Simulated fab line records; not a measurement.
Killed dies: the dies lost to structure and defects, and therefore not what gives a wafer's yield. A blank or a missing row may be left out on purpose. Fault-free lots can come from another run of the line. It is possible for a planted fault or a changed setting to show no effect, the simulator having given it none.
A lot that was struck, set against a sound lot / flow berkeley_cmos170 / 20 steps out of a route of 331
Sound: the wafers L248.2, L248.3, L248.4. Struck: wafers L259.4, L259.5, L259.6. Last of all comes the cause.
Each step with rows lists, per side, the tool, then ch with its chambers, then its first start. Under that, the readings that differ: sound wafers / struck wafers / difference of the means / sigmas: that difference in standard deviations of wafers without a fault.
alike: readings whose means differ by less than 2 such deviations, and words and numbers that are the same on both sides. not compared: withheld readings, readings that some wafer has no value for, bounds like >300 that may hide the same value, and numbers for which the record gives no deviation and whose values overlap.
Wherever a step has rows on one side only, a row that says differs or no value, or a row with sigmas, the two part there. When numbers do not overlap yet have no deviation, they are printed without sigmas and do not part them. A reading that every wafer of one side lacks parts them only if that side has two wafers or more.

first, 5 steps without rows for these wafers: UCB170_WELLDRIVE_ANNEAL_03 (time 900 s); UCB170_WELLDRIVE_WET_ETCH_04 (etches SiO2 in BOE, time 120 s); UCB170_ACTIVE_CLEAN_00 (cleans in SPM, time 600 s); UCB170_ACTIVE_CLEAN_01 (cleans in dHF, time 60 s); UCB170_ACTIVE_OXIDATION_02 (target thk 26.4 nm, ox time 1260 s).
UCB170_ACTIVE_THK_MEAS_03:
  sound on film_metro-04 at day 4 12:43; struck on film_metro-01 at day 6 23:34
  alike: ACTIVE_OXIDE_THK
then, 2 steps without rows for these wafers: UCB170_ACTIVE_ANNEAL_04 (time 900 s); UCB170_ACTIVE_CVD_05 (deposits Si3N4 from SiH2Cl2/NH3, target thk 220 nm, time 3300 s).
UCB170_ACTIVE_THK_MEAS_06:
  sound on film_metro-01 at day 4 18:46; struck on film_metro-04 at day 7 05:28
  alike: ACTIVE_NITRIDE_THK
then, 3 steps without rows for these wafers: UCB170_ACTIVE_HMDS_07 (prime time 60 s); UCB170_ACTIVE_COAT_08 (resist thk 900 nm); UCB170_ACTIVE_SOFTBAKE_09 (time 60 s).
UCB170_ACTIVE_EXPOSE_10: exposes mask ACTIVE, target cd 1200 nm.
  sound on krf_scanner-01 ch 0, day 4 19:52; struck on krf_scanner-01 ch 0, day 7 06:08
reading=exposure_dose_mJ_cm2; sound=19.988 19.986 19.973; struck=19.784 19.733 19.766; difference=-0.221; sigmas=-10
  alike: mask, focus_offset_nm
then, 2 steps without rows for these wafers: UCB170_ACTIVE_PEB_11; UCB170_ACTIVE_DEVELOP_12 (develop time 45 s).
UCB170_ACTIVE_CD_MEAS_13: the cd target is 1200 nm.
  sound on cd_sem-02 at day 4 20:26; struck on cd_sem-02 at day 7 06:32
reading=cd_nm (nm); sound=1198.0 1197.3 1197.7; struck=1176.9 1193.2 1192.1; difference=-10.3; sigmas=-7
UCB170_ACTIVE_OVL_MEAS_14:
  sound on overlay-01 at day 4 20:32; struck on overlay-01 at day 7 06:37
  alike: ACTIVE_OVL
UCB170_ACTIVE_ETCH_15: etches Si3N4 in CH3F/Ar/O2, stops on SiO2, target depth 242 nm, time 148.7 s.
  sound on rie_diel-03 ch 0,1,2, day 4 20:34; struck on rie_diel-04 ch 2,3, day 7 06:37
reading=model.ACTIVE.cd_nm (nm); sound=1198 1197 1198; struck=1177 1193 1192; difference=-10; sigmas=
  alike: drypump_motor_current_A, oes_product_au, throttle_valve_pct
  not compared: rf_hours_counter_h
UCB170_ACTIVE_STRIP_16: strips in O2.
  sound on plasma_asher-03 ch 0,1, day 4 20:41; struck on plasma_asher-02 ch 0,1, day 7 06:46
  alike: drypump_motor_current_A, oes_product_au, strip_time_to_endpoint_s
  not compared: rf_hours_counter_h
UCB170_M3_PROBE_99:
  sound wafers here have rows in the record (prober-02, day 8 06:22); struck ones have none

== WHERE THEY PART ==
First at UCB170_ACTIVE_EXPOSE_10; last, within this record, at UCB170_M3_PROBE_99.

WHY: whatever the simulator had introduced
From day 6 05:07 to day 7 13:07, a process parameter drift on krf_scanner-01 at UCB170_ACTIVE_EXPOSE_10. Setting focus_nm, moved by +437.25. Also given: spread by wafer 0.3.
